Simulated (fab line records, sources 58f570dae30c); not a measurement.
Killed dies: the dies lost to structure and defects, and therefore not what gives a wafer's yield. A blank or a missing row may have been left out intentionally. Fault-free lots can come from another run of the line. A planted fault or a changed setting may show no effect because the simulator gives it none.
Code-filled problem report in 8D (eight disciplines) form -- flow berkeley cmos170 -- the parts of the form that need people (team, actions taken, sign-off) are left out

1. THE PROBLEM
At UCB170_V2_STRIP_15, o2 flow sccm averages 200.0 sccm over 4 wafers from 3 lots, while fault-free wafers read 400.0 sccm, standard deviation 1.2. That is -99 or more standard deviations from the usual mean.
The step: strips in O2.
Earliest sighting: wafer L191.3 on plasma asher-03 at day 9 18:01. At this step, 44 wafers from 15 lots have a number in the record. Rule for "out" (also "out of limits"): further than 4 standard deviations from the usual mean. Any other wafer with a number is counted as sound.

2. WHAT IT IS AND WHAT IT IS NOT
question,is,is not
which readings at this step,"o2 flow sccm, oes product au, strip time to endpoint s",drypump motor current A
which lots,"L191, L193, L196","L186, L187, L188, L189, L192, L199, L201, L202, L203, L204, L207, L208"
which wafers of those lots,"L191.3, L193.3, L196.1, L196.3","L191.4, L191.5, L193.1, L196.2"
read on which tools,plasma asher-03,"plasma asher-01, plasma asher-02"
when,from day 9 18:01,"up to then (17 sound wafers); but 23 sound wafers of L193, L196, L199, L201, L202, L203, L204, L207, L208 came after"

3. WHAT RULES OUT EACH SUSPECT
Counting: if a tool at a process step up to the reading ran every lot that is out, it stays a suspect. Sound lots after the first of them don't rule it out here, since some wafers of a struck lot are sound.
- plasma asher-03 at UCB170_V2_STRIP_15 (strips in O2): kept. Ran every lot that is out, first one L191 (day 9 18:01); last sound lot up to then L187 (day 8 17:50). Out on those wafers are its own readings of o2 flow sccm, oes product au, strip time to endpoint s.
- Within plasma asher-03 at UCB170_V2_STRIP_15, the wafers that are out were processed in chamber 0 and their sound lot-mates in chamber 1.
The count leaves plasma asher-03 at UCB170_V2_STRIP_15.

4. THE CAUSE (what the simulator had put in)
plasma asher-03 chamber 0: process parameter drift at UCB170_V2_STRIP_15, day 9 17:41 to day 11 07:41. From 400, the setting o2 flow sccm moved by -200. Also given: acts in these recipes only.
After counting, this tool was the only one left.

5. SEQUENCE OF EFFECTS, ordered by route
One row per reading whose mean, taken over the struck wafers that have a number, lies over 3 standard deviations from the usual. Scope: only readings with a usual standard deviation given in the record; hours: median across lots of the time from each lot's start at the first step in this table that gives one to its start at this step; sigmas: change in usual standard deviations.
hours,step,reading,usual,on struck wafers,change,sigmas
0,UCB170_V2_STRIP_15,o2 flow sccm,400.0 sccm,200.0,-200.0,-99 or more
0,UCB170_V2_STRIP_15,oes product au,0.722 a.u.,0.660,-0.062,-13
0,UCB170_V2_STRIP_15,strip time to endpoint s,15.45 s,17.58,+2.13,+24
The process steps in it:
- UCB170_V2_STRIP_15: strips in O2.

6. WHAT WOULD HAVE CAUGHT IT SOONER
In this record the first reading out of limits was taken at day 9 18:01, 0 hours after the fault began at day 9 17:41.
